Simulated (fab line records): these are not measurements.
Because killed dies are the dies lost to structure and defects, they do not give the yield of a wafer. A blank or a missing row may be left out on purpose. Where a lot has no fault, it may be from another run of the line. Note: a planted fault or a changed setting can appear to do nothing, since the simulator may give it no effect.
Check of tool commonality | flow berkeley cmos170 | Sampled: 15 lots, 45 wafers

== THE REASON FOR OPENING IT ==
Of 15 lots, 3 have the reading GATE_OXIDE_THK flagged at UCB170_GATE_THK_MEAS_02. Wafers without a fault read 6.69 nm, standard deviation 0.1.
Rule: flag the lot when none of its wafers has a number, or when each of its wafers that has one lies beyond 4 standard deviations from that mean. As for the other lots, they are considered sound.

lot  | measured     | on            | GATE_OXIDE_THK (nm), wafer by wafer | flag
L680 | day 6 15:38  | film metro-01 | 6.56 6.65 6.60                      |
L683 | day 6 22:38  | film metro-01 | 6.56 6.59 6.66                      |
L682 | day 6 22:38  | film metro-02 | 6.81 6.89 6.81                      |
L688 | day 7 12:37  | film metro-02 | 6.57 6.46 6.50                      |
L686 | day 7 12:38  | film metro-01 | 6.86 6.85 6.83                      |
L687 | day 7 12:41  | film metro-02 | 6.74 6.61 6.65                      |
L689 | day 7 12:41  | film metro-01 | 6.70 6.68 6.67                      |
L690 | day 8 01:04  | film metro-01 | 8.68 8.64 8.57                      | FLAGGED
L692 | day 8 01:05  | film metro-04 | 8.86 8.76 8.74                      | FLAGGED
L691 | day 8 01:05  | film metro-02 | 8.73 8.78 8.75                      | FLAGGED
L695 | day 9 00:05  | film metro-01 | 6.58 6.59 6.58                      |
L700 | day 9 20:17  | film metro-01 | 6.72 6.63 6.79                      |
L698 | day 9 20:18  | film metro-04 | 6.68 6.53 6.56                      |
L702 | day 10 07:18 | film metro-04 | 6.74 6.77 6.73                      |
L703 | day 10 14:19 | film metro-04 | 6.76 6.66 6.75                      |
Average over the flagged lots: 8.72 nm; offset from the usual +2.03 nm, equal to +20 standard deviations.

== WHICH TOOL RAN EACH LOT ==
The record keeps 1 process step preceding the reading, out of 331 steps on the route. Read each cell as the tool, then ch plus the chambers that the sampled wafers visited, then the start.
lot  | flag    | UCB170_GATE_OXIDATION_01
L680 |         | furnace-01 ch 0, day 6 14:07
L683 |         | furnace-01 ch 0, day 6 21:06
L682 |         | furnace-01 ch 0, day 6 21:06
L688 |         | furnace-02 ch 0, day 7 11:07
L686 |         | furnace-02 ch 0, day 7 11:07
L687 |         | furnace-02 ch 0, day 7 11:07
L689 |         | furnace-02 ch 0, day 7 11:07
L690 | FLAGGED | furnace-02 ch 0, day 7 23:34
L692 | FLAGGED | furnace-02 ch 0, day 7 23:34
L691 | FLAGGED | furnace-02 ch 0, day 7 23:34
L695 |         | furnace-01 ch 0, day 8 22:31
L700 |         | furnace-01 ch 0, day 9 18:47
L698 |         | furnace-01 ch 0, day 9 18:47
L702 |         | furnace-03 ch 0, day 10 05:47
L703 |         | furnace-01 ch 0, day 10 12:49
What these steps do:
- UCB170_GATE_OXIDATION_01: target thk 6.6 nm, ox time 1800 s.
- UCB170_GATE_THK_MEAS_02

== FLAGGED AGAINST TOTAL, ONE TOOL AT A TIME (gauges that did the reading follow at the end) ==
step                     | tool          | lots run | flagged | share of the flagged lots | sound lots run after its first flagged lot
UCB170_GATE_OXIDATION_01 | furnace-01    | 7        | 0       | none                      | -
UCB170_GATE_OXIDATION_01 | furnace-02    | 7        | 3       | all                       | 0
UCB170_GATE_OXIDATION_01 | furnace-03    | 1        | 0       | none                      | -
UCB170_GATE_THK_MEAS_02  | film metro-01 | 7        | 1       | some                      | 2 (L695,L700)
UCB170_GATE_THK_MEAS_02  | film metro-02 | 4        | 1       | some                      | 0
UCB170_GATE_THK_MEAS_02  | film metro-04 | 4        | 1       | some                      | 3 (L698,L702,L703)

== WHAT THE TABLE ALLOWS ==
Rows of the table that ran each flagged lot: 1, that is furnace-02 at UCB170_GATE_OXIDATION_01.
- furnace-02 at UCB170_GATE_OXIDATION_01: 3 of its 7 lots flagged. Last sound lot L686 at day 7 11:07, first flagged lot L690 at day 7 23:34; a fault beginning in between fits.
One tool is left: furnace-02 at UCB170_GATE_OXIDATION_01.

== WHAT THE SIMULATOR HAD INSERTED ==
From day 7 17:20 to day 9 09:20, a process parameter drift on furnace-02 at UCB170_GATE_OXIDATION_01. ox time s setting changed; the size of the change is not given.
Lots struck among those shown: L690, L692, L691. The rule above found the same.
